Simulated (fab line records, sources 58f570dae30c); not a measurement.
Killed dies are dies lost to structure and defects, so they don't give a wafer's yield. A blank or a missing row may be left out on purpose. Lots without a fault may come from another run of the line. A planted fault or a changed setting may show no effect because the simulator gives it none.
Which tool did it? | flow berkeley_cmos170 | 14 lots, 42 wafers sampled, at 3 steps of a route of 331

WHAT THE GAUGES READ, wafer by wafer
UCB170_M1_CD_MEAS_90: target cd 700 nm.
lot  | measured     | on        | cd_nm (nm)
L188 | day 6 23:12  | cd_sem-02 | 697.9 705.9 701.6
L189 | day 7 07:23  | cd_sem-01 | 703.2 700.1 700.4
L190 | day 7 07:30  | cd_sem-01 | 695.5 702.3 695.3
L192 | day 7 16:59  | cd_sem-02 | 699.6 698.5 698.0
L191 | day 7 18:53  | cd_sem-02 | 701.2 701.8 701.7
L193 | day 8 14:52  | cd_sem-01 | 697.1 700.4 698.5
L197 | day 9 01:04  | cd_sem-02 | 706.6 703.7 706.2
L199 | day 9 01:40  | cd_sem-02 | 698.7 698.4 698.4
L196 | day 9 02:11  | cd_sem-01 | 697.7 703.7 703.7
L202 | day 10 22:59 | cd_sem-02 | 679.5 678.7 679.4
L207 | day 11 05:39 | cd_sem-02 | 678.1 678.6 676.2
L208 | day 11 14:51 | cd_sem-02 | 698.1 698.5 702.6
L210 | day 11 21:53 | cd_sem-02 | 698.3 699.8 707.2
L211 | day 11 22:35 | cd_sem-02 | 699.6 698.1 698.8

WHICH TOOL RAN EACH LOT (tool, then ch and the chambers of the sampled wafers, then the start)
lot  | UCB170_M1_METAL_ETCH_12           | UCB170_M1_STRIP_13
L188 | rie_metal-03 ch 0,1, day 6 22:57  | plasma_asher-01 ch 0,1, day 6 23:05
L189 | rie_metal-04 ch 0,1, day 7 07:03  | plasma_asher-01 ch 0,1, day 7 07:11
L190 | rie_metal-03 ch 0,1, day 7 07:12  | plasma_asher-04 ch 0,1, day 7 07:22
L192 | rie_metal-02 ch 0,1, day 7 16:43  | plasma_asher-01 ch 0,1, day 7 16:51
L191 | rie_metal-03 ch 1, day 7 18:38    | plasma_asher-04 ch 0, day 7 18:47
L193 | rie_metal-02 ch 1, day 8 14:38    | plasma_asher-04 ch 0,1, day 8 14:46
L197 | rie_metal-03 ch 1, day 9 00:50    | plasma_asher-01 ch 1, day 9 00:58
L199 | rie_metal-02 ch 0,1, day 9 01:25  | plasma_asher-04 ch 0,1, day 9 01:33
L196 | rie_metal-04 ch 0,1, day 9 01:56  | plasma_asher-01 ch 1, day 9 02:04
L202 | rie_metal-02 ch 0,1, day 10 22:46 | plasma_asher-04 ch 0,1, day 10 22:53
L207 | rie_metal-02 ch 0,1, day 11 05:25 | plasma_asher-03 ch 0,1, day 11 05:33
L208 | rie_metal-04 ch 0,1, day 11 14:37 | plasma_asher-03 ch 0,1, day 11 14:44
L210 | rie_metal-04 ch 0,1, day 11 21:38 | plasma_asher-03 ch 0,1, day 11 21:46
L211 | rie_metal-03 ch 0,1, day 11 22:22 | plasma_asher-04 ch 0,1, day 11 22:29
- UCB170_M1_METAL_ETCH_12: etches Al in Cl2/BCl3, stops on PSG, target depth 780 nm, time 130 s.
- UCB170_M1_STRIP_13: strips in O2.

WHAT THE TOOLS THEMSELVES READ (means of the sampled wafers that have a number; where no wafer has one, the mark that the record gives instead)
UCB170_M1_METAL_ETCH_12.
lot  | tool         | drypump_motor_current_A (A) | oes_product_au (a.u.) | throttle_valve_pct (%)
L188 | rie_metal-03 | 5.5                         | 0.843                 | 24.64
L189 | rie_metal-04 | 6.3                         | 0.873                 | 24.25
L190 | rie_metal-03 | 5.5                         | 0.851                 | 24.64
L192 | rie_metal-02 | 6.0                         | 0.854                 | 24.63
L191 | rie_metal-03 | 5.5                         | 0.832                 | 24.64
L193 | rie_metal-02 | 6.3                         | 0.865                 | 24.60
L197 | rie_metal-03 | 5.5                         | 0.839                 | 24.64
L199 | rie_metal-02 | 6.0                         | 0.859                 | 24.63
L196 | rie_metal-04 | 6.3                         | 0.879                 | 24.25
L202 | rie_metal-02 | 6.1                         | 0.861                 | 24.63
L207 | rie_metal-02 | 6.1                         | 0.855                 | 24.61
L208 | rie_metal-04 | 6.3                         | 0.881                 | 24.40
L210 | rie_metal-04 | 6.3                         | 0.876                 | 24.40
L211 | rie_metal-03 | 5.5                         | 0.853                 | 24.65

UCB170_M1_STRIP_13.
lot  | tool            | drypump_motor_current_A (A) | oes_product_au (a.u.)
L188 | plasma_asher-01 | 5.9                         | 0.723
L189 | plasma_asher-01 | 5.9                         | 0.721
L190 | plasma_asher-04 | 5.2                         | 0.722
L192 | plasma_asher-01 | 6.0                         | 0.725
L191 | plasma_asher-04 | 5.0                         | 0.719
L193 | plasma_asher-04 | 5.3                         | 0.722
L197 | plasma_asher-01 | 5.8                         | 0.721
L199 | plasma_asher-04 | 5.2                         | 0.722
L196 | plasma_asher-01 | 5.8                         | 0.720
L202 | plasma_asher-04 | 5.2                         | 0.464
L207 | plasma_asher-03 | 6.1                         | 0.471
L208 | plasma_asher-03 | 6.2                         | 0.725
L210 | plasma_asher-03 | 6.2                         | 0.713
L211 | plasma_asher-04 | 5.1                         | 0.715

THE ANSWER, worked out from the rows above alone
Rule: what is usual is taken from the lots themselves. Put in order of their means at a reading, lots are off if they are a third of the lots or fewer, leave a main group of 4 or more, and stand apart from it by a gap of 3 or more times the standard deviation of the main group's means; of several such gaps the widest counts. A main group whose means are all the same, to the digits that the tables above print for the reading, isn't used. A lot without any number at a reading at which 4 lots or more have one is off too. The other lots that the step has rows for count as sound. The gauges are gone through in route order, then the tools' own readings, and for those a lot's mean is taken as printed above. The first step at which some lot is off is used, and at that step the reading that is off furthest; a lot without a number counts as furthest.
Off: L202, L207, at UCB170_M1_CD_MEAS_90 (cd_nm). The main group: mean 700.5 nm, standard deviation 2.1.
A tool fits if, at a process step before that reading, it ran every lot that is off, and no sound lot after the first of them. The gauges at UCB170_M1_CD_MEAS_90 aren't tried: what is off there is off at UCB170_M1_STRIP_13 too, on other tools, and a gauge's error can't cause that. One fits: rie_metal-02 at UCB170_M1_METAL_ETCH_12. Its last sound lot is L199 (day 9 01:25), its first lot that is off L202 (day 10 22:46): a fault that began between those two fits.

WHAT THE SIMULATOR HAD PUT IN
Process parameter drift: rie_metal-02, from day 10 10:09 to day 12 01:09, at UCB170_M1_METAL_ETCH_12. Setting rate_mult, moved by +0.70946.
Lots struck among those shown: L202, L207. The rule above found the same.
